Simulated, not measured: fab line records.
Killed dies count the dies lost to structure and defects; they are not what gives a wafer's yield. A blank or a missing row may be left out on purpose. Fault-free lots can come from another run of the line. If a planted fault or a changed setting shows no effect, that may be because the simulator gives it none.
Lot-split experiment || flow berkeleyCmos170 || route with 331 steps; 5 lots, 23 wafers read

## THE SPLIT ITSELF
At UCB170_NSD_IMPLANT_08, the setting energyKev was moved away from the recipe's 40 on 10 of the 23 wafers read, by -4.0% to +5.7%. For the rest of the wafers, this setting stayed at what the recipe calls for.

## FROM THE SPLIT TO THE READING: what the file shows between them, 5 steps
- UCB170_NSD_STRIP_09: strips in O2
- UCB170_NSD_TW_MEAS_10
- UCB170_NSD_CLEAN_11: cleans in SPM, time 600 s
- UCB170_BACKSIDE_HMDS_00: prime time 62.24 s
- UCB170_SDANNEAL_RTA_01: time 5 s

## THE READING
NSD_RS, in ohm/sq, at UCB170_SDANNEAL_RS_MEAS_03 (measures by four-point-probe). A value of 37.23 ohm/sq with a standard deviation of 0.085 ohm/sq is what fault-free wafers of this fab line usually give.

{"wafer": "L074.1", "tool, chamber at the split": "implanter-01, 0", "energyKev as run": 39.2, "against the recipe": "-2.0%", "NSD_RS, ohm/sq": 37.33, "against lot-mates on the recipe": "+0.16"}
{"wafer": "L074.2", "tool, chamber at the split": "implanter-01, 0", "energyKev as run": 39.2, "against the recipe": "-2.0%", "NSD_RS, ohm/sq": 37.46, "against lot-mates on the recipe": "+0.29"}
{"wafer": "L074.3", "tool, chamber at the split": "implanter-01, 0", "energyKev as run": 40, "against the recipe": "recipe", "NSD_RS, ohm/sq": 37.18, "against lot-mates on the recipe": "-"}
{"wafer": "L074.4", "tool, chamber at the split": "implanter-01, 0", "energyKev as run": 40, "against the recipe": "recipe", "NSD_RS, ohm/sq": 37.15, "against lot-mates on the recipe": "-"}
{"wafer": "L074.6", "tool, chamber at the split": "implanter-01, 0", "energyKev as run": 40, "against the recipe": "recipe", "NSD_RS, ohm/sq": 37.19, "against lot-mates on the recipe": "-"}
{"wafer": "L079.1", "tool, chamber at the split": "implanter-01, 0", "energyKev as run": 38.94, "against the recipe": "-2.7%", "NSD_RS, ohm/sq": 37.45, "against lot-mates on the recipe": "+0.35"}
{"wafer": "L079.2", "tool, chamber at the split": "implanter-01, 0", "energyKev as run": 38.94, "against the recipe": "-2.7%", "NSD_RS, ohm/sq": 37.47, "against lot-mates on the recipe": "+0.37"}
{"wafer": "L079.3", "tool, chamber at the split": "implanter-01, 0", "energyKev as run": 40, "against the recipe": "recipe", "NSD_RS, ohm/sq": 37.03, "against lot-mates on the recipe": "-"}
{"wafer": "L079.5", "tool, chamber at the split": "implanter-01, 0", "energyKev as run": 40, "against the recipe": "recipe", "NSD_RS, ohm/sq": 37.10, "against lot-mates on the recipe": "-"}
{"wafer": "L079.6", "tool, chamber at the split": "implanter-01, 0", "energyKev as run": 40, "against the recipe": "recipe", "NSD_RS, ohm/sq": 37.16, "against lot-mates on the recipe": "-"}
{"wafer": "L083.2", "tool, chamber at the split": "implanter-01, 0", "energyKev as run": 38.41, "against the recipe": "-4.0%", "NSD_RS, ohm/sq": 37.62, "against lot-mates on the recipe": "+0.42"}
{"wafer": "L083.3", "tool, chamber at the split": "implanter-01, 0", "energyKev as run": 40, "against the recipe": "recipe", "NSD_RS, ohm/sq": 37.18, "against lot-mates on the recipe": "-"}
{"wafer": "L083.4", "tool, chamber at the split": "implanter-01, 0", "energyKev as run": 38.41, "against the recipe": "-4.0%", "NSD_RS, ohm/sq": 37.66, "against lot-mates on the recipe": "+0.46"}
{"wafer": "L083.5", "tool, chamber at the split": "implanter-01, 0", "energyKev as run": 38.41, "against the recipe": "-4.0%", "NSD_RS, ohm/sq": 37.67, "against lot-mates on the recipe": "+0.47"}
{"wafer": "L083.6", "tool, chamber at the split": "implanter-01, 0", "energyKev as run": 40, "against the recipe": "recipe", "NSD_RS, ohm/sq": 37.22, "against lot-mates on the recipe": "-"}
{"wafer": "L081.1", "tool, chamber at the split": "implanter-02, 0", "energyKev as run": 42.29, "against the recipe": "+5.7%", "NSD_RS, ohm/sq": 36.67, "against lot-mates on the recipe": -0.50}
{"wafer": "L081.2", "tool, chamber at the split": "implanter-02, 0", "energyKev as run": 42.29, "against the recipe": "+5.7%", "NSD_RS, ohm/sq": 36.55, "against lot-mates on the recipe": -0.62}
{"wafer": "L081.3", "tool, chamber at the split": "implanter-02, 0", "energyKev as run": 40, "against the recipe": "recipe", "NSD_RS, ohm/sq": 37.18, "against lot-mates on the recipe": "-"}
{"wafer": "L081.5", "tool, chamber at the split": "implanter-02, 0", "energyKev as run": 40, "against the recipe": "recipe", "NSD_RS, ohm/sq": 37.17, "against lot-mates on the recipe": "-"}
{"wafer": "L081.6", "tool, chamber at the split": "implanter-02, 0", "energyKev as run": 42.29, "against the recipe": "+5.7%", "NSD_RS, ohm/sq": 36.66, "against lot-mates on the recipe": -0.52}
{"wafer": "L085.4", "tool, chamber at the split": "implanter-04, 0", "energyKev as run": 40, "against the recipe": "recipe", "NSD_RS, ohm/sq": 37.37, "against lot-mates on the recipe": "-"}
{"wafer": "L085.5", "tool, chamber at the split": "implanter-04, 0", "energyKev as run": 40, "against the recipe": "recipe", "NSD_RS, ohm/sq": 37.30, "against lot-mates on the recipe": "-"}
{"wafer": "L085.6", "tool, chamber at the split": "implanter-04, 0", "energyKev as run": 40, "against the recipe": "recipe", "NSD_RS, ohm/sq": 37.17, "against lot-mates on the recipe": "-"}

FIT RESULTS
A straight line over all 23 wafers: NSD_RS changes by -0.104 ohm/sq for each +1% of energyKev; r = -0.97; the points scatter about the line by 0.072 ohm/sq.
The same after taking each lot's own level away (the mean of its wafers on the recipe; 23 wafers): -0.104 ohm/sq for each +1%; r = -0.98; scatter 0.057 ohm/sq.
According to that fit, moving energyKev by its largest amount changes the reading by 0.6 ohm/sq.
From 37.097 to 37.280 ohm/sq: that is the span of the lots' own levels, equal to 2.2 times the standard deviation above.
Hence the lot-to-lot level has little effect on the slope; both slopes agree.
Check: with one of the wafers moved furthest among these (+5.7%) left out of the fit, the line predicts -0.603 ohm/sq for it against its lot-mates. It came out at -0.505 ohm/sq against them.

## OTHER SPLITS APPLIED TO THESE WAFERS
Note: prior to the reading, these wafers also went through further splits. Each is held against what the fit with the lots' levels taken away leaves over:
{"other split on the same wafers": "UCB170_PLDD_EXPOSE_03 doseMj", "wafers away from the commonest value": 8, "r with NSD_RS (lot level and that fit taken away)": -0.02}
{"other split on the same wafers": "UCB170_NLDD_EXPOSE_03 doseMj", "wafers away from the commonest value": 7, "r with NSD_RS (lot level and that fit taken away)": -0.15}
{"other split on the same wafers": "UCB170_SPACER_CVD_00 timeS", "wafers away from the commonest value": 10, "r with NSD_RS (lot level and that fit taken away)": "+0.08"}

## THE WHOLE CHAIN: every reading that the file lists as answering this split, in the file's order
{"step": "UCB170_NSD_IMPLANT_08", "what it does": "", "reading": "implant.rpNm (the simulator's own value, which no gauge read)", "change (the file's fit)": "+0.47 nm for each +1% of the setting", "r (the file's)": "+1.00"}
{"step": "UCB170_NSD_IMPLANT_08", "what it does": "", "reading": "implant.drpNm (the simulator's own value, which no gauge read)", "change (the file's fit)": "+0.179 nm for each +1% of the setting", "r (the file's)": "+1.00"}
{"step": "UCB170_NSD_STRIP_09", "what it does": "strips in O2", "reading": "stripTimeToEndpointS", "change (the file's fit)": "withheld for each +1% of the setting", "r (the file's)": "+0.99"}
{"step": "UCB170_NSD_TW_MEAS_10", "what it does": "", "reading": "NSD_TW", "change (the file's fit)": "+12 for each +1% of the setting", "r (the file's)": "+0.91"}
{"step": "UCB170_SDANNEAL_RS_MEAS_03", "what it does": "measures by four-point-probe", "reading": "NSD_RS", "change (the file's fit)": "-0.106 for each +1% of the setting", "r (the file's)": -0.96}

## FILE'S OWN FIT
NSD_RS changes by -0.106 ohm/sq for each +1% of energyKev, r = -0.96.
